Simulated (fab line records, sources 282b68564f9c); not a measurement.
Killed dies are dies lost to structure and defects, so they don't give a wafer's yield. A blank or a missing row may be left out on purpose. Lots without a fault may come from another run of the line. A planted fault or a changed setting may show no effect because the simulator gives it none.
Chamber matching | flow rit_cmos | RIT_GATE_ETCH_19 on rie_si-01: 3 sister chambers
The step etches poly-Si in SF6/CHF3/O2, stops on SiO2, time 165 s, target depth 312.5 nm. 16 wafers are shown with their chamber, then 6 later ones without.

WAFERS WITH THEIR CHAMBER
wafer  | chamber | drypump_motor_current_A (A) | throttle_valve_pct (%) | oes_product_au (a.u.)
L557.3 | 0       | 5.4                         | 10.11                  | 0.853
L557.4 | 1       | 5.4                         | 10.18                  | 0.843
L557.5 | 0       | 5.4                         | 10.11                  | 0.845
L559.1 | 2       | 5.2                         | 10.16                  | 0.842
L559.3 | 1       | 5.5                         | 10.16                  | 0.843
L559.6 | 2       | 5.2                         | 10.15                  | 0.843
L561.3 | 2       | 5.1                         | 10.17                  | 0.857
L561.4 | 0       | 5.4                         | 10.09                  | 0.837
L561.6 | 0       | 5.4                         | 10.11                  | 0.835
L563.2 | 2       | 5.1                         | 10.16                  | 0.842
L563.3 | 1       | 5.5                         | 10.18                  | 0.838
L563.4 | 0       | 5.4                         | 10.11                  | 0.824
L567.1 | 1       | 5.5                         | 10.18                  | 0.841
L567.2 | 2       | 5.2                         | 10.17                  | 0.847
L567.4 | 0       | 5.4                         | 10.11                  | 0.842
L574.1 | 1       | 5.5                         | 10.16                  | 0.845

SIGNATURES (means of the wafers above)
reading                 | chamber 0 | chamber 1 | chamber 2 | scatter within a chamber
drypump_motor_current_A | 5.400     | 5.480     | 5.160     | 0.0392
throttle_valve_pct      | 10.1067   | 10.1720   | 10.1620   | 0.00917
oes_product_au          | 0.83933   | 0.84200   | 0.84620   | 0.00721
Rule: a wafer's distance from a chamber is the root of the sum, over the readings, of the square of ((its reading less the chamber's mean) divided by the reading's scatter). The wafer belongs to the nearest chamber; if the next one is less than 2 further off, it can't be placed. The scatter: the root of (the sum of the squares of (reading less its chamber's mean) over the shown wafers, divided by (wafers less chambers)).

WAFERS WITHOUT THEIR CHAMBER
wafer  | drypump_motor_current_A (A) | throttle_valve_pct (%) | oes_product_au (a.u.)
L574.2 | 5.4                         | 10.10                  | 0.847
L576.2 | 5.2                         | 10.16                  | 0.840
L576.4 | 5.4                         | 10.10                  | 0.837
L580.1 | 5.4                         | 10.12                  | 0.835
L580.2 | 5.5                         | 10.16                  | 0.847
L580.3 | 5.1                         | 10.17                  | 0.844

WHICH CHAMBER EACH WENT THROUGH
wafer  | from the rows above | in truth
L574.2 | 0                   | 0
L576.2 | 2                   | 2
L576.4 | 0                   | 0
L580.1 | 0                   | 0
L580.2 | 1                   | 1
L580.3 | 2                   | 2
Placed correctly: 6 of 6. Can't be placed from these rows: 0. Placed wrongly: 0.
